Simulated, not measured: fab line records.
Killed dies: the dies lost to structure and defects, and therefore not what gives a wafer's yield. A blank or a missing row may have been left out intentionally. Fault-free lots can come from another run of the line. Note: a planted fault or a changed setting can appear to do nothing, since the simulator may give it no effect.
Comparing a struck lot with a sound one | flow berkeley-cmos170 | 15 out of 331 route steps
Sound: the wafers L124.2, L124.3, L124.4. The struck wafers were L131.1, L131.2, L131.6. The cause is named last.
Per side, at each step with rows, come the tool, then ch with its chambers, and then its first start. Under that, the readings that differ: sound wafers | struck wafers | difference of the means | sigmas: that difference in standard deviations of wafers without a fault.
alike: same words and numbers on both sides, and readings whose means sit less than 2 such deviations apart. not compared: any withheld reading, any reading some wafer has no value for, any bound like >300 that may hide the same value, and any number with overlapping values for which the record gives no deviation.
The two part at a step that has a row with sigmas, a row that says differs or no value, or rows on one side only. Numbers that have no deviation but don't overlap get no sigmas and don't part them. A reading that every wafer of one side lacks parts them only if that side has two wafers or more.

first, 3 steps without rows for these wafers: UCB170_V2_EXPOSE_09 (exposes mask VIA2, target cd 700 nm); UCB170_V2_PEB_10; UCB170_V2_DEVELOP_11 (develop time 45 s).
UCB170_V2_CD_MEAS_12: the cd target is 700 nm.
  struck on cd-sem-02, day 12 06:29; sound on cd-sem-01, day 10 17:59
  alike: cd-nm
UCB170_V2_OVL_MEAS_13:
  struck on overlay-02, day 12 06:37; sound on overlay-02, day 10 18:05
  alike: V2_OVL
UCB170_V2_ETCH_14: etches SiO2 in CHF3/CF4/Ar, stops on Al, target depth 1250 nm, time 291 s.
  sound on rie-diel-02 ch 0,2,3, day 10 18:07; struck on rie-diel-02 ch 0,2,3, day 12 06:39
  alike: CHF3_flow_sccm, drypump-motor-current-A, oes-product-au, throttle-valve-pct
  not compared: rf-hours-counter-h
UCB170_V2_STRIP_15: strips in O2.
  sound on plasma-asher-01 ch 0,1, day 10 18:17; struck on plasma-asher-01 ch 0,1, day 12 06:49
  alike: drypump-motor-current-A, oes-product-au, strip-time-to-endpoint-s
  not compared: rf-hours-counter-h
UCB170_V2_CD_MEAS_90: the cd target is 700 nm.
  struck on cd-sem-01, day 12 06:55; sound on cd-sem-02, day 10 18:25
  alike: cd-nm
then, 1 step without rows for these wafers: UCB170_M3_PRE_CLEAN_00 (preclean etch time 60 s).
UCB170_M3_SPUTTER_01: material Al, target thk 900 nm, time 120 s.
  struck on pvd-sputter-02, day 12 07:07; sound on pvd-sputter-01, day 10 18:35
  alike: throttle-valve-pct
UCB170_M3_RS_MEAS_02: the measuring method here is four-point-probe.
  struck on film-metro-03, day 12 07:11; sound on film-metro-03, day 10 18:44
  alike: M3_AL_RS
UCB170_M3_THK_MEAS_03: measures by xrf.
  struck on film-metro-03, day 12 07:19; sound on film-metro-03, day 10 18:50
  alike: M3_AL_THK
UCB170_M3_HMDS_04: prime time 60 s.
  sound on litho-track-01 ch 0, day 10 18:55; struck on litho-track-02 ch 0, day 12 07:28
  reading          | sound              | struck               | difference | sigmas
  prime-temp-c (C) | 99.93 99.94 100.00 | 100.84 100.65 100.85 | +0.82      | +6
then, 1 step without rows for these wafers: UCB170_M3_COAT_05 (resist thk 900 nm).
UCB170_M3_PROBE_99:
  the record has rows for the sound wafers here (prober-02, day 10 21:57) and none for the struck ones

## WHERE THEY PART
At UCB170_M3_HMDS_04 first; at UCB170_M3_PROBE_99 last (within this record only).

WHY: the cause the simulator had injected
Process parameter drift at UCB170_M3_HMDS_04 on litho-track-02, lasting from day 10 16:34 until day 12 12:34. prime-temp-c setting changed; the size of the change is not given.
